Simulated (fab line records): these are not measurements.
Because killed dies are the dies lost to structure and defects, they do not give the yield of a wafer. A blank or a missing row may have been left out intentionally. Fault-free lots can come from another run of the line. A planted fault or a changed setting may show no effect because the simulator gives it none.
Comparing a struck lot with a sound one || flow berkeley-cmos170 || 19 steps out of a route of 331
Sound: wafers L131.4, L131.5, L131.6. Struck: wafers L139.1, L139.3, L139.5. The cause is given at the end.
At each step with rows: each side's tool, then ch and its chambers, then its first start. Under that, the readings that differ: sound wafers || struck wafers || difference of the means || sigmas: that difference in standard deviations of wafers without a fault.
alike: readings with means less than 2 such deviations apart, plus words and numbers identical on both sides. not compared: withheld readings, readings lacking a value on some wafer, bounds such as >300 that could conceal the same value, and numbers that have no deviation in the record and whose values overlap.
The two part at a step that has a row with sigmas, a row that says differs or no value, or rows on one side only. When numbers do not overlap yet have no deviation, they are printed without sigmas and do not part them. A reading that every wafer of one side lacks parts them only if that side has two wafers or more.

UCB170_V2_STRIP_15: strips in O2.
  sound on plasma-asher-01 ch 0,1, day 8 03:51; struck on plasma-asher-03 ch 0, day 10 00:50
  alike: drypump-motor-current-A, oes-product-au, strip-time-to-endpoint-s
  not compared: rf-hours-counter-h
UCB170_V2_CD_MEAS_90: the cd target is 700 nm.
  sound on cd-sem-01, day 8 03:58; struck on cd-sem-01, day 10 00:56
  alike: cd-nm
then, 1 step without rows for these wafers: UCB170_M3_PRE_CLEAN_00 (preclean etch time 60 s).
UCB170_M3_SPUTTER_01: material Al, target thk 900 nm, time 120 s.
  sound on pvd-sputter-04, day 8 04:06; struck on pvd-sputter-02, day 10 01:08
  alike: throttle-valve-pct
UCB170_M3_RS_MEAS_02: measurement is done with a four-point probe.
  sound on film-metro-04, day 8 04:14; struck on film-metro-02, day 10 01:13
  alike: M3_AL_RS
UCB170_M3_THK_MEAS_03: measures by xrf.
  sound on film-metro-04, day 8 04:20; struck on film-metro-02, day 10 01:20
  alike: M3_AL_THK
then, 3 steps without rows for these wafers: UCB170_M3_HMDS_04 (prime time 60 s); UCB170_M3_COAT_05 (resist thk 900 nm); UCB170_M3_SOFTBAKE_06 (time 60 s).
UCB170_M3_STRIP_07: strips in O2.
  sound on plasma-asher-04 ch 0,1, day 8 05:04; struck on plasma-asher-01 ch 0,1, day 10 01:50
{"reading": "drypump-motor-current-A (A)", "sound": "6.4 6.4 6.1", "struck": "5.5 5.5 5.2", "difference": -0.9, "sigmas": -2}
  alike: oes-product-au, strip-time-to-endpoint-s
  not compared: rf-hours-counter-h
then, 2 steps without rows for these wafers: UCB170_M3_STRIP_08 (strips KrF in DMSO, time 600 s); UCB170_M3_COAT_09.
UCB170_M3_COAT_10: resist thk 900 nm.
  sound on litho-track-02 ch 0, day 8 05:00; struck on litho-track-02 ch 0, day 10 02:00
{"reading": "spin-speed-rpm (rpm)", "sound": "1500.3 1500.0 1499.0", "struck": "1446.1 1446.8 1446.0", "difference": -53.5, "sigmas": -56}
{"reading": "model.KrF_of_M3_COAT_10.thk-nm (nm)", "sound": "897.7 901.3 900.1", "struck": "920.1 918.1 919.8", "difference": "+19.6", "sigmas": ""}
then, 3 steps without rows for these wafers: UCB170_M3_SOFTBAKE_11 (time 60 s); UCB170_M3_EXPOSE_12 (exposes mask METAL3, target cd 700 nm); UCB170_M3_PEB_13.
UCB170_M3_DEVELOP_14: develop time 45 s.
  sound on litho-track-04 ch 0; struck on litho-track-02 ch 0
{"reading": "model.KrF_of_M3_COAT_10.thk-nm (nm)", "sound": "883.5 887.1 885.9", "struck": "905.9 903.9 905.6", "difference": "+19.6", "sigmas": ""}
  alike: developer-temp-C
UCB170_M3_CD_MEAS_15: the cd target is 700 nm.
  sound on cd-sem-01, day 8 06:56; struck on cd-sem-01, day 10 03:25
  alike: cd-nm
UCB170_M3_PROBE_99:
  rows exist in the record for the sound wafers here (prober-02, day 8 07:45), none for the struck ones

WHERE THEY PART
First at UCB170_M3_STRIP_07; last, within this record, at UCB170_M3_PROBE_99.

WHY: what the simulator had put in
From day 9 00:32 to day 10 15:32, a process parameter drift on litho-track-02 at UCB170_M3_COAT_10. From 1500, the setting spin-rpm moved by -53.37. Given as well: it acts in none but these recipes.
